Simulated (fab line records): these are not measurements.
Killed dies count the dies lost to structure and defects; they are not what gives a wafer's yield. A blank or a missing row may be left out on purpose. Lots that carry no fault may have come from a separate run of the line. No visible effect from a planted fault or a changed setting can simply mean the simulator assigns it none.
2 desks, one fault | flow ritCmos | every desk sees just its own numbers, and what lay behind them comes last

AT THE TOOL OWNER'S DESK: furnace-04
The tool's own readings at RIT_REOX_OXIDATION_03 (target thk 25.2 nm, ox time 5580 s): means of the sampled wafers that have a number, for each lot that ran on this tool. Any lot whose mean is over 4 standard deviations away from the usual mean is out of limits and marked OUT; that distance is given in the brackets.
Columns: A = spikeTcCentreC at RIT_REOX_OXIDATION_03, usual 902.6 C
lot  | first seen here | A
L617 | day 3 09:56     | 902.8
L618 | day 3 12:29     | 902.0
L619 | day 3 21:28     | 902.7
L624 | day 4 22:47     | 901.8
L627 | day 5 13:22     | 883.7 (-19) OUT
L628 | day 5 17:14     | 884.1 (-19) OUT
Finding of this desk: L627, L628 out of limits; the first was L627 at day 5 13:22, on spikeTcCentreC at RIT_REOX_OXIDATION_03. Within limits: L617, L618, L619, L624.

THE METROLOGY DESK
Lot by lot, what the gauges showed, no matter which tool ran the lot: averages of those sampled wafers that carry a number. Any lot whose mean is over 4 standard deviations away from the usual mean is out of limits and marked OUT; that distance is given in the brackets.
Columns: A = cdNm at RIT_ACTIVE_CD_MEAS_11, usual 1400.2 nm; B = GATE_POLY_THK at RIT_GATE_THK_MEAS_09, usual 251.2 nm; C = REOX_OXIDE_THK at RIT_REOX_THK_MEAS_04, usual 25.4 nm
lot  | first seen here | A      | B     | C
L615 | day 1 19:28     | 1400.7 | 251.4 | 25.6
L616 | day 2 01:15     | 1397.5 | 249.6 | 24.8
L617 | day 2 08:04     | 1399.4 | 249.7 | 25.3
L618 | day 2 11:33     | 1396.2 | 251.6 | 25.2
L619 | day 2 16:34     | 1402.0 | 254.9 | 25.1
L620 | day 2 21:25     | 1398.6 | 247.2 | 26.1
L622 | day 3 06:58     | 1400.4 | 251.4 | 25.6
L624 | day 3 21:47     | 1401.3 | 251.2 | 25.1
L625 | day 3 21:53     | 1402.0 | 252.5 | 25.8
L627 | day 4 09:42     | 1403.6 | 247.3 | 22.5 (-7.1) OUT
L628 | day 4 14:36     | 1405.4 | 255.8 | 23.7 (-4.1) OUT
L632 | day 5 10:11     | 1401.4 | 251.1 | 24.7
L635 | day 6 00:06     | 1400.2 | 253.4 | 24.7
L636 | day 6 04:59     | 1399.4 | 251.6 | 25.1
This desk reports L627, L628 out of limits; the earliest was L627 at day 5 15:55 (REOX_OXIDE_THK at RIT_REOX_THK_MEAS_04). Within limits: L615, L616, L617, L618, L619, L620, L622, L624, L625, L632, L635, L636.

TAKEN TOGETHER
On L627, L628, at day 5 13:22, an alarm was possible from the tool owner's desk.
An alarm was possible from the metrology desk at day 5 15:55, on L627, L628.
Every lot named ran RIT_REOX_OXIDATION_03 on furnace-04.

WHAT THE SIMULATOR HAD INSERTED
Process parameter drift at RIT_REOX_OXIDATION_03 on furnace-04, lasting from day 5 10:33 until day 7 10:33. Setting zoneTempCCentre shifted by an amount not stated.
Lots struck among those shown: L627, L628.
Delay (hours) between the fault's onset and each desk's first out-of-limits reading: 3 at the tool owner's desk, 5 at the metrology desk.
